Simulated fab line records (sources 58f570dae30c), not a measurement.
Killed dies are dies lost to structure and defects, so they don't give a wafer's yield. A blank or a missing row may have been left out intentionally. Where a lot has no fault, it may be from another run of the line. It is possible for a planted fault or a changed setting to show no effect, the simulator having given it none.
Struck lot and sound lot, side by side    flow berkeleyCmos170    15 out of 331 route steps
Sound: these wafers, L594.1, L594.4, L594.5. The struck wafers were L602.1, L602.2, L602.5. The cause is named last.
At each step with rows: each side's tool, then ch and its chambers, then its first start. Under that, the readings that differ: sound wafers    struck wafers    difference of the means    sigmas: that difference in standard deviations of wafers without a fault.
alike: readings with means less than 2 such deviations apart, plus words and numbers identical on both sides. not compared: withheld readings, readings lacking a value on some wafer, bounds such as >300 that could conceal the same value, and numbers that have no deviation in the record and whose values overlap.
Wherever a step has rows on one side only, a row that says differs or no value, or a row with sigmas, the two part there. Numbers that have no deviation but don't overlap get no sigmas and don't part them. A reading that every wafer of one side lacks parts them only if that side has two wafers or more.

first, 3 steps without rows for these wafers: UCB170_ACTIVE_CLEAN_00 (cleans in SPM, time 600 s); UCB170_ACTIVE_CLEAN_01 (cleans in dHF, time 60 s); UCB170_ACTIVE_OXIDATION_02 (target thk 26.4 nm, ox time 1260 s).
UCB170_ACTIVE_THK_MEAS_03:
  sound on filmMetro-03, day 6 15:22; struck on filmMetro-01, day 8 02:25
  alike: ACTIVE_OXIDE_THK
then, 2 steps without rows for these wafers: UCB170_ACTIVE_ANNEAL_04 (time 900 s); UCB170_ACTIVE_CVD_05 (deposits Si3N4 from SiH2Cl2/NH3, target thk 220 nm, time 3300 s).
UCB170_ACTIVE_THK_MEAS_06:
  sound on filmMetro-01, day 6 22:39; struck on filmMetro-02, day 8 10:19
  alike: ACTIVE_NITRIDE_THK
then, 5 steps without rows for these wafers: UCB170_ACTIVE_HMDS_07 (prime time 60 s); UCB170_ACTIVE_COAT_08 (resist thk 900 nm); UCB170_ACTIVE_SOFTBAKE_09 (time 60 s); UCB170_ACTIVE_EXPOSE_10 (exposes mask ACTIVE, target cd 1200 nm); UCB170_ACTIVE_PEB_11.
UCB170_ACTIVE_DEVELOP_12: develop time 45 s.
  sound on lithoTrack-04 ch 0, day 7 00:00; struck on lithoTrack-04 ch 0, day 8 13:00
reading             sound              struck             difference  sigmas
developerTempC (C)  20.93 21.06 20.98  22.97 23.12 23.09  +2.07       +22
UCB170_ACTIVE_CD_MEAS_13: target cd 1200 nm.
  sound on cdSem-02, day 7 00:58; struck on cdSem-01, day 8 13:36
  alike: cdNm
after that, 1 step had no rows for these wafers: UCB170_M3_PROBE_99.

WHERE THEY PART
UCB170_ACTIVE_DEVELOP_12 only, going by this record. Later steps at which nothing parts them and some readings are alike: UCB170_ACTIVE_CD_MEAS_13.

WHY: what the simulator had put in
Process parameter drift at UCB170_ACTIVE_DEVELOP_12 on lithoTrack-04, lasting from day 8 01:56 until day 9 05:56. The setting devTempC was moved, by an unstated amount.
